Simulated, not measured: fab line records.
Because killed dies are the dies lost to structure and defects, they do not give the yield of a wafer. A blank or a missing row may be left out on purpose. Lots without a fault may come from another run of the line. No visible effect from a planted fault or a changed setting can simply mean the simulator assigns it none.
Which tool did it? / flow berkeleyCmos170 / 45 wafers from 15 lots sampled at 2 of the route's 331 steps

== WHAT THE GAUGES SHOWED, per wafer ==
UCB170_M3_BOW_MEAS_20.
lot=L201; measured=day 7 22:53; on=filmMetro-03; M3_BOW (um)=35 30 40
lot=L203; measured=day 7 22:26; on=filmMetro-04; M3_BOW (um)=40 27 32
lot=L205; measured=day 8 14:07; on=filmMetro-03; M3_BOW (um)=24 32 32
lot=L206; measured=day 8 15:17; on=filmMetro-01; M3_BOW (um)=40 33 30
lot=L204; measured=day 9 03:08; on=filmMetro-04; M3_BOW (um)=49 42 47
lot=L207; measured=day 9 02:41; on=filmMetro-01; M3_BOW (um)=42 35 34
lot=L208; measured=day 9 04:41; on=filmMetro-03; M3_BOW (um)=26 39 24
lot=L217; measured=day 10 21:05; on=filmMetro-03; M3_BOW (um)=25 21 29
lot=L216; measured=day 10 20:50; on=filmMetro-01; M3_BOW (um)=29 33 32
lot=L215; measured=day 10 20:32; on=filmMetro-03; M3_BOW (um)=32 39 42
lot=L218; measured=day 11 18:17; on=filmMetro-03; M3_BOW (um)=27 42 39
lot=L221; measured=day 11 14:26; on=filmMetro-04; M3_BOW (um)=29 45 46
lot=L220; measured=day 12 17:29; on=filmMetro-04; M3_BOW (um)=40 40 41
lot=L222; measured=day 12 16:34; on=filmMetro-04; M3_BOW (um)=42 31 38
lot=L223; measured=day 12 16:52; on=filmMetro-04; M3_BOW (um)=28 48 24

== WHAT TOOL EACH LOT RAN ON (gives the tool, then ch and the chambers of the sampled wafers, and finally the start) ==
lot=L201; UCB170_PSD_CLEAN_11=wetBench-01 ch 2, day 6 20:22
lot=L203; UCB170_PSD_CLEAN_11=wetBench-01 ch 0, day 6 20:22
lot=L205; UCB170_PSD_CLEAN_11=wetBench-04 ch 1, day 7 10:19
lot=L206; UCB170_PSD_CLEAN_11=wetBench-03 ch 2, day 7 10:35
lot=L204; UCB170_PSD_CLEAN_11=wetBench-04 ch 1, day 7 21:39
lot=L207; UCB170_PSD_CLEAN_11=wetBench-04 ch 3, day 7 21:39
lot=L208; UCB170_PSD_CLEAN_11=wetBench-04 ch 3, day 7 21:39
lot=L217; UCB170_PSD_CLEAN_11=wetBench-01 ch 1, day 9 15:47
lot=L216; UCB170_PSD_CLEAN_11=wetBench-01 ch 0, day 9 16:43
lot=L215; UCB170_PSD_CLEAN_11=wetBench-01 ch 2, day 9 16:53
lot=L218; UCB170_PSD_CLEAN_11=wetBench-04 ch 3, day 10 12:28
lot=L221; UCB170_PSD_CLEAN_11=wetBench-04 ch 1, day 10 12:53
lot=L220; UCB170_PSD_CLEAN_11=wetBench-04 ch 2, day 11 10:56
lot=L222; UCB170_PSD_CLEAN_11=wetBench-04 ch 2, day 11 10:56
lot=L223; UCB170_PSD_CLEAN_11=wetBench-04 ch 2, day 11 10:56
- UCB170_PSD_CLEAN_11: cleans in SPM, time 600 s.

== AS READ BY THE TOOLS THEMSELVES (means over the sampled wafers that have a number; for cases with no such wafer, the mark the record gives instead) ==
UCB170_PSD_CLEAN_11.
lot=L201; tool=wetBench-01; bathGuardTempC (C)=120.6; bathHeatDutyPct (%)=11.3; tempC (C)=119.83
lot=L203; tool=wetBench-01; bathGuardTempC (C)=120.1; bathHeatDutyPct (%)=15.5; tempC (C)=120.08
lot=L205; tool=wetBench-04; bathGuardTempC (C)=119.6; bathHeatDutyPct (%)=14.7; tempC (C)=119.92
lot=L206; tool=wetBench-03; bathGuardTempC (C)=119.8; bathHeatDutyPct (%)=11.0; tempC (C)=120.04
lot=L204; tool=wetBench-04; bathGuardTempC (C)=-; bathHeatDutyPct (%)=-; tempC (C)=-
lot=L207; tool=wetBench-04; bathGuardTempC (C)=-; bathHeatDutyPct (%)=-; tempC (C)=-
lot=L208; tool=wetBench-04; bathGuardTempC (C)=-; bathHeatDutyPct (%)=-; tempC (C)=-
lot=L217; tool=wetBench-01; bathGuardTempC (C)=121.0; bathHeatDutyPct (%)=13.5; tempC (C)=120.05
lot=L216; tool=wetBench-01; bathGuardTempC (C)=120.1; bathHeatDutyPct (%)=15.0; tempC (C)=119.92
lot=L215; tool=wetBench-01; bathGuardTempC (C)=120.5; bathHeatDutyPct (%)=11.4; tempC (C)=119.94
lot=L218; tool=wetBench-04; bathGuardTempC (C)=120.4; bathHeatDutyPct (%)=15.5; tempC (C)=120.00
lot=L221; tool=wetBench-04; bathGuardTempC (C)=119.9; bathHeatDutyPct (%)=13.8; tempC (C)=119.96
lot=L220; tool=wetBench-04; bathGuardTempC (C)=119.3; bathHeatDutyPct (%)=13.0; tempC (C)=120.02
lot=L222; tool=wetBench-04; bathGuardTempC (C)=119.3; bathHeatDutyPct (%)=13.6; tempC (C)=119.99
lot=L223; tool=wetBench-04; bathGuardTempC (C)=119.3; bathHeatDutyPct (%)=13.5; tempC (C)=120.07

== THE ANSWER, worked out from the rows above alone ==
Rule: what is usual is taken from the lots themselves. Put in order of their means at a reading, lots are off if they are a third of the lots or fewer, leave a main group of 4 or more, and stand apart from it by a gap of 3 or more times the standard deviation of the main group's means; of several such gaps the widest counts. If all means in a main group match to the digits the tables above print for the reading, that group is not used. Also off: a lot with no number at a reading for which 4 or more lots have one. All remaining lots with rows at the step are treated as sound. Order of review: gauges by route order, followed by the tools' own readings, for which a lot's mean as printed above is used. The first step at which some lot is off is used, and at that step the reading that is off furthest; a lot without a number counts as furthest.
Off, at UCB170_PSD_CLEAN_11 on bathGuardTempC: L204, L207, L208. Without a number there: L204, L207, L208. Main group: mean 120.0 C, sd 0.54.
If a tool, at that step or one of the process steps before it, ran each lot that is off and ran no sound lot following the first of them, it fits. No candidate that was tried fits.

== WHAT WAS PUT IN BY THE SIMULATOR ==
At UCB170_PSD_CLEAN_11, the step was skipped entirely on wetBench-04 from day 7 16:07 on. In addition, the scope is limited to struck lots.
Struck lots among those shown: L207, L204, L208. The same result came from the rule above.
